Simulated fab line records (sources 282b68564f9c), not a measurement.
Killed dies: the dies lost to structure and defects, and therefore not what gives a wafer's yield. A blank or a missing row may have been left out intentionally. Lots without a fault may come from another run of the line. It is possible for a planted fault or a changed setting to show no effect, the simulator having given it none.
One fault seen from 2 desks | flow rit-cmos | each desk holds nothing but its own numbers, with what lay behind them at the end

== THE TOOL OWNER'S DESK: lpcvd-01 ==
The tool's own readings at RIT_GATE_CVD_08 (deposits poly-Si from SiH4, target thk 250 nm, time 2220 s): means of the sampled wafers that have a number, for each lot that ran on this tool. Any lot whose mean is over 4 standard deviations away from the usual mean is out of limits and marked OUT; that distance is given in the brackets.
Columns: A = pressure-mtorr at RIT_GATE_CVD_08, usual 299.9 mTorr
lot  | first seen here | A
L418 | day 2 19:30     | 300.5
L420 | day 3 03:38     | 299.8
L425 | day 4 06:47     | 299.8
L427 | day 4 16:44     | 300.0
L430 | day 5 04:36     | 300.6
L433 | day 5 21:34     | 300.1
L434 | day 6 00:35     | 299.8
L437 | day 6 15:27     | 299.5
This desk found nothing out of limits on any of the 8 lots.

== AT THE METROLOGY DESK ==
What the gauges read for every lot (on any tool): the sampled wafers with a number, averaged. Any lot whose mean is over 4 standard deviations away from the usual mean is out of limits and marked OUT; that distance is given in the brackets.
Columns: A = GATE_POLY_THK at RIT_GATE_THK_MEAS_09, usual 249.7 nm
lot  | first seen here | A
L418 | day 2 21:07     | 250.8
L419 | day 3 00:26     | 248.7
L420 | day 3 05:16     | 251.7
L422 | day 3 16:29     | 249.3
L425 | day 4 08:24     | 250.1
L427 | day 4 18:21     | 252.9
L428 | day 4 21:58     | 250.4
L429 | day 5 01:01     | 252.1
L430 | day 5 06:13     | 249.2
L432 | day 5 17:23     | 246.4
L433 | day 5 23:13     | 162.9 (-39) OUT
L434 | day 6 02:12     | 166.3 (-38) OUT
L435 | day 6 09:13     | 251.9
L437 | day 6 17:04     | 164.9 (-39) OUT
L440 | day 7 08:01     | 247.8
This desk reports L433, L434, L437 out of limits; the earliest was L433 at day 5 23:13 (GATE_POLY_THK at RIT_GATE_THK_MEAS_09). L418, L419, L420, L422, L425, L427, L428, L429, L430, L432, L435, L440: within limits.

== ALL TOGETHER ==
The metrology desk could have raised an alarm at day 5 23:13, on L433, L434, L437.
The desk of the tool owner found nothing out of limits.
On record at the tool owner's desk: L433, L434, L437, within its limits.
All the named lots went through RIT_GATE_CVD_08 on lpcvd-01.

== WHAT THE SIMULATOR HAD INSERTED ==
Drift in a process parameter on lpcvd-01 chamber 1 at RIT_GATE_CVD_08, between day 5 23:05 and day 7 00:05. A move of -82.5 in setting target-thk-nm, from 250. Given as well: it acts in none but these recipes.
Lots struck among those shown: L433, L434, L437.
Hours from the fault's start to each desk's first reading out of limits: the metrology desk, 0.
